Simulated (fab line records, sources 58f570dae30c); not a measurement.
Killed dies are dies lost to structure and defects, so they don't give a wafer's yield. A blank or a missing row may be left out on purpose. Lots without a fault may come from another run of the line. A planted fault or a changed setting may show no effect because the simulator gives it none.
Tool commonality check | flow berkeley_cmos170 | 14 lots, 42 wafers sampled

WHY IT WAS OPENED
At UCB170_NWELL_TW_MEAS_16 the reading NWELL_TW is flagged on 2 of 14 lots. Wafers without a fault read 1256, standard deviation 7.1.
Rule: a lot is flagged when every wafer of it that has a number lies more than 4 standard deviations from that mean, or none has a number. The other lots count as sound.

lot  | measured    | on            | NWELL_TW, wafer by wafer | flag
L176 | day 2 12:20 | film_metro-04 | 1255 1248 1247           |
L175 | day 2 12:46 | film_metro-04 | 1259 1265 1261           |
L177 | day 2 19:23 | film_metro-03 | 1265 1267 1258           |
L178 | day 3 00:37 | film_metro-03 | 1143 1141 1147           | FLAGGED
L179 | day 3 03:53 | film_metro-03 | 1250 1245 1246           |
L181 | day 3 18:56 | film_metro-04 | 1166 1156 1156           | FLAGGED
L185 | day 4 18:11 | film_metro-04 | 1262 1254 1264           |
L189 | day 5 09:10 | film_metro-03 | 1251 1245 1260           |
L193 | day 6 03:31 | film_metro-03 | 1259 1262 1263           |
L194 | day 6 07:46 | film_metro-03 | 1262 1255 1262           |
L195 | day 6 11:58 | film_metro-04 | 1253 1258 1262           |
L197 | day 6 17:29 | film_metro-04 | 1258 1256 1258           |
L196 | day 6 17:43 | film_metro-03 | 1259 1256 1261           |
L198 | day 6 23:53 | film_metro-04 | 1261 1262 1259           |
The numbers of the flagged lots are 1152 on average: -104 against the usual, or -15 standard deviations.

WHICH TOOL RAN EACH LOT
The record holds 1 process step before the reading, out of a route of 331 steps. In each cell: the tool, then ch and the chambers that the sampled wafers went through, then the start.
lot  | flag    | UCB170_NWELL_IMPLANT_14
L176 |         | implanter-04 ch 0, day 2 12:05
L175 |         | implanter-03 ch 0, day 2 12:31
L177 |         | implanter-04 ch 0, day 2 19:10
L178 | FLAGGED | implanter-04 ch 0, day 3 00:23
L179 |         | implanter-03 ch 0, day 3 03:38
L181 | FLAGGED | implanter-04 ch 0, day 3 18:44
L185 |         | implanter-03 ch 0, day 4 17:56
L189 |         | implanter-03 ch 0, day 5 08:56
L193 |         | implanter-03 ch 0, day 6 03:16
L194 |         | implanter-04 ch 0, day 6 07:34
L195 |         | implanter-03 ch 0, day 6 11:46
L197 |         | implanter-01 ch 0, day 6 17:16
L196 |         | implanter-03 ch 0, day 6 17:29
L198 |         | implanter-04 ch 0, day 6 23:38
What these steps do:
- UCB170_NWELL_IMPLANT_14
- UCB170_NWELL_TW_MEAS_16

FLAGGED OVER TOTAL, TOOL BY TOOL (the gauges that took the reading come last)
step                    | tool          | lots run | flagged | share of the flagged lots | sound lots run after its first flagged lot
UCB170_NWELL_IMPLANT_14 | implanter-01  | 1        | 0       | none                      | -
UCB170_NWELL_IMPLANT_14 | implanter-03  | 7        | 0       | none                      | -
UCB170_NWELL_IMPLANT_14 | implanter-04  | 6        | 2       | all                       | 2 (L194,L198)
UCB170_NWELL_TW_MEAS_16 | film_metro-03 | 7        | 1       | some                      | 5 (L179,L189,L193,L194,L196)
UCB170_NWELL_TW_MEAS_16 | film_metro-04 | 7        | 1       | some                      | 4 (L185,L195,L197,L198)

WHAT THE TABLE ALLOWS
1 row of the table ran every flagged lot: implanter-04 at UCB170_NWELL_IMPLANT_14.
- implanter-04 at UCB170_NWELL_IMPLANT_14: 2 of its 6 lots flagged. Sound lots ran on it after the first flagged one (L194, L198), which a lasting fault on the whole tool wouldn't allow. Its own readings lie more than 4 standard deviations out on every wafer of the flagged lots: beam_on_s, faraday_current_uA.
No row of the table ran every flagged lot and no sound lot after the first.

WHAT THE SIMULATOR HAD PUT IN
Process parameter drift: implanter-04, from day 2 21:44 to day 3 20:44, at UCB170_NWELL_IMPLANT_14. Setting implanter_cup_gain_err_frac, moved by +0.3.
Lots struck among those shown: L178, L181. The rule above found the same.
